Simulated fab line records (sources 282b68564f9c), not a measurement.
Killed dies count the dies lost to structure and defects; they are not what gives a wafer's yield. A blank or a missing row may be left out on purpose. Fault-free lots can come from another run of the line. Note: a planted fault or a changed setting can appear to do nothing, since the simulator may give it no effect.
fab line records ; flow ritCmos
[record] lots = 14; wafers = 42; lastDay = 7
route steps=202 shown PLDD@122 M1@202
lots with no fault: from the same line, run without faults
startH: hours from the record's opening day to when the first of the lot's shown wafers began ; waitH: hours elapsed since this lot's preceding step ; " the same as in the row above ; L1.1+2: one row covering several wafers at once ; - no value, or no start was given ; * or withheld: withheld ; < > ~ a bound
route shown NAME@n: a module of which the file shows steps, and the number in the route of the first ; usual: mean/standard deviation taken from wafers without a fault ; same: alike in all rows ; chamber/n: place in a boat ; sites: each site's reading ; _std_site: their standard deviation ; _edge_site: inner sites' mean taken away from outer sites' mean ; radiusMm: for every site, how far away it sits from the centre of the wafer ; mask NAME#n: copy n ; behind: the tool/chamber that last shaped the wafer ; hold: cause of the lot's hold/its duration in hours/its outcome ; device: the transistor (n, p or np) that didn't switch ; end of line: tests run on the same wafers once the route is complete ; a step with no rows: only its recipe ; killed: the dies lost at the first sort to structure and to defects; this is not the yield of the wafer ; map: a wafer's dies, x killed, . not, _ none there
set.NAME: the run value of the setting; set.NAME@STEP: its run value at that earlier step ; model.NAME: the simulator's own value behind a step, which no gauge read
the route's steps for a sample of lots (tables are steps, rows are wafers)
services: when a tool's chamber went out of use (startH, in hours from the record's first day, below 0 if earlier), for how many hours, and the reason
[[steps]]
[step RIT_PLDD_IMPLANT_08]
[recipe] species = BF2; energyKev = 20; doseCm2 = 9e+14; tiltDeg = 7
[usual] doseIonsCm2 = 8.999e+14/1.2e+12; endStationPressureTorr = 7.3e-06/4e-07; faradayCurrentUA = 2821/52
lot.wafer;tool;chamber;startH;waitH;doseIonsCm2;endStationPressureTorr;faradayCurrentUA
L482.2;implanter-03;0;45.46;0.1;8.997e+14;7.7e-06;2957
L482.4;implanter-03;0;45.46;0.1;8.992e+14;7.5e-06;2879
L482.6;implanter-03;0;45.46;0.1;9.009e+14;7.1e-06;2798
L483.3;implanter-03;0;47.89;0.1;9.002e+14;8e-06;2797
L483.5;implanter-03;0;47.89;0.1;9.001e+14;7.6e-06;2790
L483.6;implanter-03;0;47.89;0.1;8.998e+14;7.7e-06;2917
L484.1;implanter-02;0;52.74;0.1;9.003e+14;7e-06;2761
L484.2;implanter-02;0;52.74;0.1;9e+14;7.5e-06;2824
L484.5;implanter-02;0;52.74;0.1;9.01e+14;7.6e-06;2868
L485.1;implanter-01;0;59.63;0.1;8.987e+14;7.7e-06;2844
L485.2;implanter-01;0;59.63;0.1;8.979e+14;7.1e-06;2738
L485.3;implanter-01;0;59.63;0.1;8.998e+14;7.4e-06;2904
L487.2;implanter-02;0;69.09;0.1;9.003e+14;7.6e-06;2844
L487.3;implanter-02;0;69.09;0.1;9.012e+14;7.5e-06;2655
L487.4;implanter-02;0;69.09;0.1;9.005e+14;7e-06;2970
L488.1;implanter-03;0;75.15;0.1;8.994e+14;6.6e-06;2811
L488.2;implanter-03;0;75.15;0.1;8.992e+14;7.4e-06;2908
L488.4;implanter-03;0;75.15;0.1;8.977e+14;7.2e-06;2838
L492.1;implanter-02;0;94.44;0.1;9.006e+14;7.2e-06;2814
L492.4;implanter-02;0;94.44;0.1;8.998e+14;7.6e-06;2782
L492.5;implanter-02;0;94.44;0.1;8.994e+14;7.5e-06;2810
L493.1;implanter-03;0;99.76;0.1;8.995e+14;7.7e-06;2727
L493.4;implanter-03;0;99.76;0.1;8.983e+14;7.2e-06;2803
L493.5;implanter-03;0;99.76;0.1;8.991e+14;6.8e-06;2832
L495.1;implanter-02;0;109.59;0.1;1.4992e+15;8.2e-06;4743
L495.3;implanter-02;0;109.59;0.1;1.4986e+15;9.6e-06;4685
L495.4;implanter-02;0;109.59;0.1;1.4999e+15;8.4e-06;4649
L496.1;implanter-02;0;116.92;0.1;1.4994e+15;8.4e-06;4745
L496.2;implanter-02;0;116.92;0.1;1.4989e+15;8.3e-06;4738
L496.4;implanter-02;0;116.92;0.1;1.4989e+15;7.9e-06;4828
L500.1;implanter-01;0;135.75;0.1;8.994e+14;7.1e-06;2750
L500.5;implanter-01;0;135.75;0.1;9.002e+14;7.6e-06;2789
L500.6;implanter-01;0;135.75;0.1;9.007e+14;7.5e-06;2900
L501.1;implanter-03;0;139.31;0.1;9.007e+14;7.9e-06;2863
L501.2;implanter-03;0;139.31;0.1;9.011e+14;7.9e-06;2906
L501.5;implanter-03;0;139.31;0.1;8.989e+14;7.6e-06;2911
L504.3;implanter-03;0;156.17;0.1;9.007e+14;7.1e-06;2776
L504.4;implanter-03;0;156.17;0.1;8.987e+14;6.7e-06;2825
L504.5;implanter-03;0;156.17;0.1;9.029e+14;7.1e-06;2850
L505.2;implanter-03;0;164.32;0.1;9.012e+14;6.7e-06;2834
L505.5;implanter-03;0;164.32;0.1;9.018e+14;7.3e-06;2780
L505.6;implanter-03;0;164.32;0.1;9.008e+14;7e-06;2817
[step RIT_PLDD_TW_MEAS_10]
[usual] PLDD_TW = 2337/23
lot.wafer;tool;chamber;startH;waitH;hold;PLDD_TW
L482.2;filmMetro-03;-;45.77;0.1;-;2372
L482.4;filmMetro-03;-;45.77;0.1;-;2360
L482.6;filmMetro-03;-;45.77;0.1;-;2370
L483.3;filmMetro-02;-;48.19;0.1;-;2313
L483.5;filmMetro-02;-;48.19;0.1;-;2311
L483.6;filmMetro-02;-;48.19;0.1;-;2298
L484.1;filmMetro-03;-;53.06;0.1;-;2356
L484.2;filmMetro-03;-;53.06;0.1;-;2367
L484.5;filmMetro-03;-;53.06;0.1;-;2388
L485.1;filmMetro-04;-;59.96;0.1;-;2323
L485.2;filmMetro-04;-;59.96;0.1;-;2344
L485.3;filmMetro-04;-;59.96;0.1;-;2341
L487.2;filmMetro-03;-;69.40;0.1;-;2372
L487.3;filmMetro-03;-;69.40;0.1;-;2368
L487.4;filmMetro-03;-;69.40;0.1;-;2359
L488.1;filmMetro-03;-;75.48;0.1;-;2355
L488.2;filmMetro-03;-;75.48;0.1;-;2360
L488.4;filmMetro-03;-;75.48;0.1;-;2351
L492.1;filmMetro-02;-;94.77;0.1;-;2287
L492.4;filmMetro-02;-;94.77;0.1;-;2280
L492.5;filmMetro-02;-;94.77;0.1;-;2303
L493.1;filmMetro-03;-;100.08;0.1;-;2361
L493.4;filmMetro-03;-;100.08;0.1;-;2362
L493.5;filmMetro-03;-;100.08;0.1;-;2360
L495.1;filmMetro-02;-;109.91;0.1;awaitDispo/0.2h/release;2602
L495.3;filmMetro-02;-;109.91;0.1;awaitDispo/0.2h/release;2586
L495.4;filmMetro-02;-;109.91;0.1;awaitDispo/0.2h/release;2592
L495.1;filmMetro-02;-;110.14;0.2;-;2592
L495.3;filmMetro-02;-;110.14;0.2;-;2584
L495.4;filmMetro-02;-;110.14;0.2;-;2588
L496.1;filmMetro-04;-;117.25;0.1;awaitDispo/0.2h/release;2627
L496.2;filmMetro-04;-;117.25;0.1;awaitDispo/0.2h/release;2630
L496.4;filmMetro-04;-;117.25;0.1;awaitDispo/0.2h/release;2621
L496.1;filmMetro-04;-;117.47;0.2;-;2622
L496.2;filmMetro-04;-;117.47;0.2;-;2626
L496.4;filmMetro-04;-;117.47;0.2;-;2621
L500.1;filmMetro-04;-;136.08;0.1;-;2349
L500.5;filmMetro-04;-;136.08;0.1;-;2341
L500.6;filmMetro-04;-;136.08;0.1;-;2348
L501.1;filmMetro-04;-;139.63;0.1;-;2355
L501.2;filmMetro-04;-;139.63;0.1;-;2352
L501.5;filmMetro-04;-;139.63;0.1;-;2343
L504.3;filmMetro-03;-;156.47;0.1;-;2362
L504.4;filmMetro-03;-;156.47;0.1;-;2357
L504.5;filmMetro-03;-;156.47;0.1;-;2362
L505.2;filmMetro-04;-;164.63;0.1;-;2327
L505.5;filmMetro-04;-;164.63;0.1;-;2314
L505.6;filmMetro-04;-;164.63;0.1;-;2328
[step RIT_SDANNEAL_RS_MEAS_06]
[recipe] thkMeasGauge = four-point-probe
[usual] PLDD_RS = 178.8/0.44
lot.wafer;tool;chamber;startH;waitH;hold;PLDD_RS[ohm/sq]
L482.2;filmMetro-03;-;52.23;0.1;-;178.2
L482.4;filmMetro-03;-;52.23;0.1;-;178.9
L482.6;filmMetro-03;-;52.23;0.1;-;178.8
L483.3;filmMetro-02;-;54.39;0.1;-;178.5
L483.5;filmMetro-02;-;54.39;0.1;-;179.1
L483.6;filmMetro-02;-;54.39;0.1;-;178.8
L484.1;filmMetro-02;-;59.54;0.1;-;178.7
L484.2;filmMetro-02;-;59.54;0.1;-;178.8
L484.5;filmMetro-02;-;59.54;0.1;-;178.6
L485.1;filmMetro-03;-;66.14;0.1;-;178.9
L485.2;filmMetro-03;-;66.14;0.1;-;177.8
L485.3;filmMetro-03;-;66.14;0.1;-;178.3
L487.2;filmMetro-04;-;75.57;0.1;-;179.1
L487.3;filmMetro-04;-;75.57;0.1;-;179.0
L487.4;filmMetro-04;-;75.57;0.1;-;178.7
L488.1;filmMetro-03;-;81.75;0.1;-;178.8
L488.2;filmMetro-03;-;81.75;0.1;-;179.9
L488.4;filmMetro-03;-;81.75;0.1;-;179.2
L492.1;filmMetro-03;-;103.16;0.1;-;178.7
L492.4;filmMetro-03;-;103.16;0.1;-;178.9
L492.5;filmMetro-03;-;103.16;0.1;-;178.7
L493.1;filmMetro-03;-;107.83;0.1;-;178.8
L493.4;filmMetro-03;-;107.83;0.1;-;178.8
L493.5;filmMetro-03;-;107.83;0.1;-;178.7
L495.1;filmMetro-04;-;120.36;0.1;awaitDispo/0.2h/release;156.3
L495.3;filmMetro-04;-;120.36;0.1;awaitDispo/0.2h/release;155.7
L495.4;filmMetro-04;-;120.36;0.1;awaitDispo/0.2h/release;155.8
L495.1;filmMetro-04;-;120.65;0.3;-;156.4
L495.3;filmMetro-04;-;120.65;0.3;-;155.9
L495.4;filmMetro-04;-;120.65;0.3;-;156.2
L496.1;filmMetro-03;-;130.42;0.1;awaitDispo/0.2h/release;156.1
L496.2;filmMetro-03;-;130.42;0.1;awaitDispo/0.2h/release;155.7
L496.4;filmMetro-03;-;130.42;0.1;awaitDispo/0.2h/release;156.2
L496.1;filmMetro-03;-;130.80;0.4;-;156.0
L496.2;filmMetro-03;-;130.80;0.4;-;155.8
L496.4;filmMetro-03;-;130.80;0.4;-;155.8
L500.1;filmMetro-03;-;142.51;0.1;-;178.4
L500.5;filmMetro-03;-;142.51;0.1;-;178.8
L500.6;filmMetro-03;-;142.51;0.1;-;178.9
L501.1;filmMetro-03;-;145.90;0.1;-;179.5
L501.2;filmMetro-03;-;145.90;0.1;-;179.8
L501.5;filmMetro-03;-;145.90;0.1;-;179.4
L504.3;filmMetro-03;-;162.74;0.1;-;179.2
L504.4;filmMetro-03;-;162.74;0.1;-;179.5
L504.5;filmMetro-03;-;162.74;0.1;-;179.5
L505.2;filmMetro-04;-;171.08;0.1;-;178.5
L505.5;filmMetro-04;-;171.08;0.1;-;178.3
L505.6;filmMetro-04;-;171.08;0.1;-;179.0
[step RIT_M1_PROBE_99]
[usual] defectLimitedYield = 97.5/1.2; killedAtContacts = 0.1/0.24; killedAtFrontEnd = 7/3.1; killedDies = 7/3.1; killedOpen = 3.3/2; killedShort = 3.4/2.1; sort_bin_3_pad_short = 0.1/0.21; sort_bin_5_function = 1.4/0.79; sort_bin_6_memory = 1.0/0.65; sortNPass = 257/3.1; sortYieldPct = 97.5/1.2
[same] grossDies = 264; killed_at_M0_to_M3 = 0; killed_at_M4_up = 0; killedAtBackSide = 0; killedAtOther = 0
lot.wafer;tool;chamber;startH;waitH;defectLimitedYield[%];killedAtContacts;killedAtFrontEnd;killedDies;killedOpen;killedShort;sort_bin_3_pad_short[%];sort_bin_5_function[%];sort_bin_6_memory[%];sortNPass;sortYieldPct[%]
L493.1;prober-01;-;115.42;0.1;99.2;0;2;2;2;0;0;0.8;0;262;99.2
L493.4;prober-01;-;115.57;0.2;98.9;0;3;3;2;1;0.4;0.4;0.4;261;98.9
L493.5;prober-01;-;115.62;0.2;97.0;0;8;8;5;3;0.4;1.1;1.5;256;97.0
// killed by level:class
L493.1 GATE:geometricParticle:open=1 REOX:geometricParticle:open=1
L493.4 FOX1:geometricParticle:open=1 GATE:geometricParticle:open=1 REOX:geometricParticle:short=1
L493.5 GATE:geometricParticle:short=3 SILICIDE:geometricParticle:open=2 FOX1:geometricParticle:open=1 GATE:geometricParticle:open=1 SPACER:geometricParticle:open=1
[[services]]
tool;chamber;startH;hours;kind
implanter-02;-;26.74;22.5;pm
implanter-02;-;50.03;2.4;repair
implanter-02;-;55.00;3.4;repair
implanter-01;-;74.87;3.6;repair
implanter-02;-;81.78;3.4;repair
implanter-02;-;88.69;4.7;pm
implanter-01;-;93.99;6.3;repair
implanter-02;-;115.87;0.6;repair
implanter-02;-;155.52;3.2;repair
implanter-02;-;162.75;3.0;repair
[[key]]
[firstSign] step = RIT_PLDD_IMPLANT_08; reading = doseIonsCm2; direction = up; sigmas = 99+; usual = 8.999e+14; struck = 1.4991e+15
[effect] step = RIT_PLDD_IMPLANT_08; reading = faradayCurrentUA; direction = up; sigmas = 37; usual = 2821; struck = 4731
[effect] step = RIT_PLDD_TW_MEAS_10; reading = visit; direction = added
[effect] step = RIT_PLDD_TW_MEAS_10; reading = PLDD_TW; direction = up; sigmas = 12; usual = 2337; struck = 2610
[effect] step = RIT_SDANNEAL_RS_MEAS_06; reading = PLDD_RS; direction = down; sigmas = 51; usual = 178.8; struck = 156.0
metAt RIT_PLDD_IMPLANT_08
struckLots L495,L496
scrappedBehind RIT_SDANNEAL_RS_MEAS_06 L495.1,L495.3,L495.4,L496.1,L496.2,L496.4
onsetBetween 94.44 109.59
[fault] kind = processParameterDrift; tool = implanter-02; chamber = -; onsetH = 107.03; steps = RIT_PLDD_IMPLANT_08; channel = doseCm2; offset = 5.9982e+14; shape = step; endH = 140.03; actsIn = theseRecipesOnly; stated = 9e+14
